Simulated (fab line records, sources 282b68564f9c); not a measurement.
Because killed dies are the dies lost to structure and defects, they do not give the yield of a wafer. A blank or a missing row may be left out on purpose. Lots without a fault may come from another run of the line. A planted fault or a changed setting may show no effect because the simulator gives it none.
A lot that was struck, set against a sound lot | flow rit cmos | 20 out of 202 route steps
Sound: wafers L529.1, L529.3, L529.5. Wafers L546.1, L546.2, L546.5 were the ones struck. The cause is named last.
Order at every step that has rows: each side's tool, ch and its chambers, its first start. Under that, the readings that differ: sound wafers | struck wafers | difference of the means | sigmas: that difference in standard deviations of wafers without a fault.
alike: same words and numbers on both sides, and readings whose means sit less than 2 such deviations apart. not compared: any withheld reading, any reading some wafer has no value for, any bound like >300 that may hide the same value, and any number with overlapping values for which the record gives no deviation.
Wherever a step has rows on one side only, a row that says differs or no value, or a row with sigmas, the two part there. Non-overlapping numbers with no deviation appear without sigmas and do not part them. Lack of a reading on every wafer of one side parts them only where that side has two or more wafers.

first, 6 steps without rows for these wafers: RIT_NWELL_HMDS_00 (prime time 60 s); RIT_NWELL_COAT_01 (resist thk 1300 nm); RIT_NWELL_SOFTBAKE_02 (time 60 s); RIT_NWELL_EXPOSE_03 (exposes mask M2, target cd 43900 nm); RIT_NWELL_PEB_04; RIT_NWELL_DEVELOP_05 (develop time 68 s).
RIT_NWELL_OVL_MEAS_06:
  sound: overlay-02 at day 2 03:45; struck: overlay-02 at day 5 15:28
  alike: NWELL_OVL
then, 2 steps without rows for these wafers: RIT_NWELL_HARDBAKE_07 (time 120 s); RIT_NWELL_IMPLANT_08.
RIT_NWELL_STRIP_09: strips in O2, time 180 s.
  sound on plasma asher-03 ch 1, day 2 04:11; struck on plasma asher-04 ch 0,1, day 5 15:55
  reading                     | sound          | struck         | difference | sigmas
  drypump motor current A (A) | 6.11 6.11 6.08 | 5.34 5.18 5.19 | -0.86      | -3
  alike: chamber pressure mTorr
  not compared: rf hours counter h
RIT_NWELL_TW_MEAS_10:
  sound: film metro-03 at day 2 04:22; struck: film metro-03 at day 5 16:05
  alike: NWELL_TW
then, 1 step without rows for these wafers: RIT_PWELL_HMDS_00 (prime time 60 s).
RIT_PWELL_COAT_01: resist thk 1300 nm.
  struck on litho track-03, day 5 16:22; sound on litho track-03 ch 0, day 2 04:34
  no value came back on the struck wafers for chill plate temp C (C), dispense pressure kPa (kPa); on the sound wafers chill plate temp C (C) reads 22.93 22.94 23.05
then, 4 steps without rows for these wafers: RIT_PWELL_SOFTBAKE_02 (time 60 s); RIT_PWELL_EXPOSE_03 (exposes mask M3, target cd 43700 nm); RIT_PWELL_PEB_04; RIT_PWELL_DEVELOP_05 (develop time 68 s).
RIT_PWELL_OVL_MEAS_06:
  sound: overlay-01 at day 2 05:18; struck: overlay-01 at day 5 17:18
  reading        | sound        | struck | difference                    | sigmas
  PWELL_OVL (nm) | -1.1 1.1 0.3 | - - -  | no value on the struck wafers |
then, 1 step without rows for these wafers: RIT_PWELL_HARDBAKE_07 (time 120 s).
RIT_M1_PROBE_99:
  sound: prober-01 at day 3 15:38; struck: prober-02 at day 7 12:16
  reading             | sound | struck      | difference | sigmas
  killed at front end | 1 4 7 | 264 264 264 | +260       | +79
  killed dies         | 1 4 8 | 264 264 264 | +260       | +81
  killed on rim       | 0 0 3 | 70 70 70    | +69        | +46
  alike: killed at contacts, killed open, killed short

## WHERE THEY PART
At RIT_NWELL_STRIP_09 first; at RIT_M1_PROBE_99 last (within this record only).

WHY: whatever the simulator had introduced
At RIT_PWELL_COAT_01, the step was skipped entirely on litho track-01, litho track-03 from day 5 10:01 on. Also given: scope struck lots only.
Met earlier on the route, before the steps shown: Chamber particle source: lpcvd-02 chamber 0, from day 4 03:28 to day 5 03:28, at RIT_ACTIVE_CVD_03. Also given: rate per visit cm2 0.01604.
